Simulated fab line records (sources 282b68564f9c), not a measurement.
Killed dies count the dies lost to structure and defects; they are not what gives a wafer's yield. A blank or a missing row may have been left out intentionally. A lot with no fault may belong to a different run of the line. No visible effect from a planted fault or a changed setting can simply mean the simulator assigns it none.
Which tool was responsible? + flow ritCmos + 42 wafers from 14 lots sampled at 3 of the route's 202 steps

== WHAT THE GAUGES SHOWED, per wafer ==
RIT_NLDD_TW_MEAS_10. Usual: NLDD_TW typically reads 2481, with standard deviation 15.
| lot  | measured     | on           | NLDD_TW        | flag |
|------|--------------|--------------|----------------|------|
| L270 | day 2 19:32  | filmMetro-03 | 2463 2474 2473 |      |
| L271 | day 2 22:55  | filmMetro-04 | 2483 2478 2490 |      |
| L272 | day 3 11:04  | filmMetro-01 | 2480 2485 2487 |      |
| L273 | day 3 18:07  | filmMetro-03 | 2474 2465 2465 |      |
| L275 | day 4 02:51  | filmMetro-01 | 2483 2493 2495 |      |
| L279 | day 5 07:07  | filmMetro-01 | 2515 2507 2498 |      |
| L280 | day 5 07:22  | filmMetro-03 | 2455 2469 2464 |      |
| L281 | day 5 07:36  | filmMetro-01 | 2514 2511 2518 |      |
| L282 | day 5 17:16  | filmMetro-04 | 2484 2477 2482 |      |
| L283 | day 5 21:50  | filmMetro-03 | 2461 2463 2469 |      |
| L284 | day 6 01:39  | filmMetro-01 | 2483 2486 2494 |      |
| L287 | day 6 13:16  | filmMetro-03 | 1894 1904 1891 | OFF  |
| L288 | day 6 18:49  | filmMetro-01 | 1932 1918 1920 | OFF  |
| L292 | day 19 01:35 | filmMetro-03 | 2467 2455 2467 |      |

RIT_SDANNEAL_RS_MEAS_07: measures by four-point-probe. Usual: NLDD_RS typically reads 151.6 ohm/sq, with standard deviation 0.51.
| lot  | measured     | on           | NLDD_RS (ohm/sq)  | flag |
|------|--------------|--------------|-------------------|------|
| L270 | day 3 03:23  | filmMetro-04 | 152.1 152.1 152.2 |      |
| L271 | day 3 06:50  | filmMetro-03 | 151.8 151.8 151.6 |      |
| L272 | day 3 19:53  | filmMetro-01 | 151.2 151.3 151.1 |      |
| L273 | day 4 02:13  | filmMetro-03 | 150.6 151.0 151.3 |      |
| L275 | day 4 10:34  | filmMetro-04 | 151.5 151.6 151.3 |      |
| L279 | day 5 15:06  | filmMetro-03 | 152.0 151.9 151.9 |      |
| L280 | day 5 15:29  | filmMetro-04 | 152.1 151.5 151.7 |      |
| L281 | day 5 16:49  | filmMetro-04 | 151.2 151.1 151.0 |      |
| L282 | day 6 01:07  | filmMetro-04 | 151.3 151.4 151.6 |      |
| L283 | day 6 06:41  | filmMetro-04 | 151.8 151.7 151.7 |      |
| L284 | day 6 10:30  | filmMetro-01 | 151.3 151.2 151.3 |      |
| L287 | day 6 21:43  | filmMetro-01 | 306.0 305.9 307.9 | OFF  |
| L288 | day 7 02:56  | filmMetro-03 | 302.1 304.3 303.8 | OFF  |
| L292 | day 19 10:22 | filmMetro-01 | 151.8 151.7 152.1 |      |

== WHICH TOOL RAN EACH LOT (tool, then ch and the chambers of the sampled wafers, then the start) ==
| lot  | RIT_NLDD_IMPLANT_08             |
|------|---------------------------------|
| L270 | implanter-01 ch 0, day 2 19:13  |
| L271 | implanter-03 ch 0, day 2 22:35  |
| L272 | implanter-03 ch 0, day 3 10:45  |
| L273 | implanter-01 ch 0, day 3 17:47  |
| L275 | implanter-04 ch 0, day 4 02:31  |
| L279 | implanter-04 ch 0, day 5 06:47  |
| L280 | implanter-01 ch 0, day 5 07:05  |
| L281 | implanter-04 ch 0, day 5 07:19  |
| L282 | implanter-04 ch 0, day 5 16:56  |
| L283 | implanter-01 ch 0, day 5 21:31  |
| L284 | implanter-01 ch 0, day 6 01:20  |
| L287 | implanter-04 ch 0, day 6 12:56  |
| L288 | implanter-04 ch 0, day 6 18:30  |
| L292 | implanter-01 ch 0, day 19 01:17 |
- RIT_NLDD_IMPLANT_08

== WHAT THE TOOLS THEMSELVES READ (means of the sampled wafers that have a number; where no wafer has one, the mark that the record gives instead) ==
RIT_NLDD_IMPLANT_08. Usual: beamEnergyKeV 19.999, standard deviation 0.0064; doseIonsCm2 4.999e+14, standard deviation 5.9e+11; faradayCurrentUA 1569, standard deviation 34.
| lot  | tool         | beamEnergyKeV | doseIonsCm2 | faradayCurrentUA | flag |
|------|--------------|---------------|-------------|------------------|------|
| L270 | implanter-01 | 19.996        | 4.995e+14   | 1567             |      |
| L271 | implanter-03 | 19.997        | 5.000e+14   | 1576             |      |
| L272 | implanter-03 | 20.002        | 4.997e+14   | 1550             |      |
| L273 | implanter-01 | 19.999        | 4.991e+14   | 1569             |      |
| L275 | implanter-04 | 20.002        | 5.004e+14   | 1546             |      |
| L279 | implanter-04 | 20.004        | 5.007e+14   | 1556             |      |
| L280 | implanter-01 | 20.004        | 5.002e+14   | 1557             |      |
| L281 | implanter-04 | 20.005        | 5.000e+14   | 1551             |      |
| L282 | implanter-04 | 19.995        | 5.004e+14   | 1558             |      |
| L283 | implanter-01 | 19.998        | 4.998e+14   | 1560             |      |
| L284 | implanter-01 | 20.007        | 5.003e+14   | 1591             |      |
| L287 | implanter-04 | 20.003        | 1.995e+14   | 629              | OFF  |
| L288 | implanter-04 | 20.000        | 2.001e+14   | 629              | OFF  |
| L292 | implanter-01 | 19.995        | 4.991e+14   | 1561             |      |

== THE ANSWER, worked out from the rows above alone ==
Rule: take the mean of a lot's wafers that have a number; if it is more than 3 standard deviations from the usual mean, the lot is off. A lot without any number at a reading at which 4 lots or more have one is off too. Any other lot the step has rows for is counted as sound. After the gauges, taken in route order, come the tools' own readings; for these a lot's mean is taken, as printed above. The first step at which some lot is off is used, and at that step the reading that is off furthest; a lot without a number counts as furthest.
Off: L287, L288, seen at RIT_NLDD_TW_MEAS_10 (NLDD_TW).
A tool fits if, at a process step before that reading, it ran every lot that is off, and no sound lot after the first of them. The gauges at RIT_NLDD_TW_MEAS_10 aren't tried: what is off there is off at RIT_NLDD_IMPLANT_08 too, on other tools, and a gauge's error can't cause that. One fits: RIT_NLDD_IMPLANT_08 on implanter-04. Its last sound lot is L282 (day 5 16:56), its first lot that is off L287 (day 6 12:56): a fault that began between those two fits.
The tool's own readings at RIT_NLDD_IMPLANT_08 bear it out: on the lots that are off they differ by more than 5 times the standard deviation of the sound lots' means. doseIonsCm2 reads 1.998e+14 there against 4.999e+14 on the sound lots; faradayCurrentUA reads 629 there against 1562 on the sound lots.

== WHAT THE SIMULATOR HAD INSERTED ==
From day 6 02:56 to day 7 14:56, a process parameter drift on implanter-04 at RIT_NLDD_IMPLANT_08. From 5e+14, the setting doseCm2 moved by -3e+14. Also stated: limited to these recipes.
Struck lots among those shown: L287, L288. This agrees with what the rule above found.
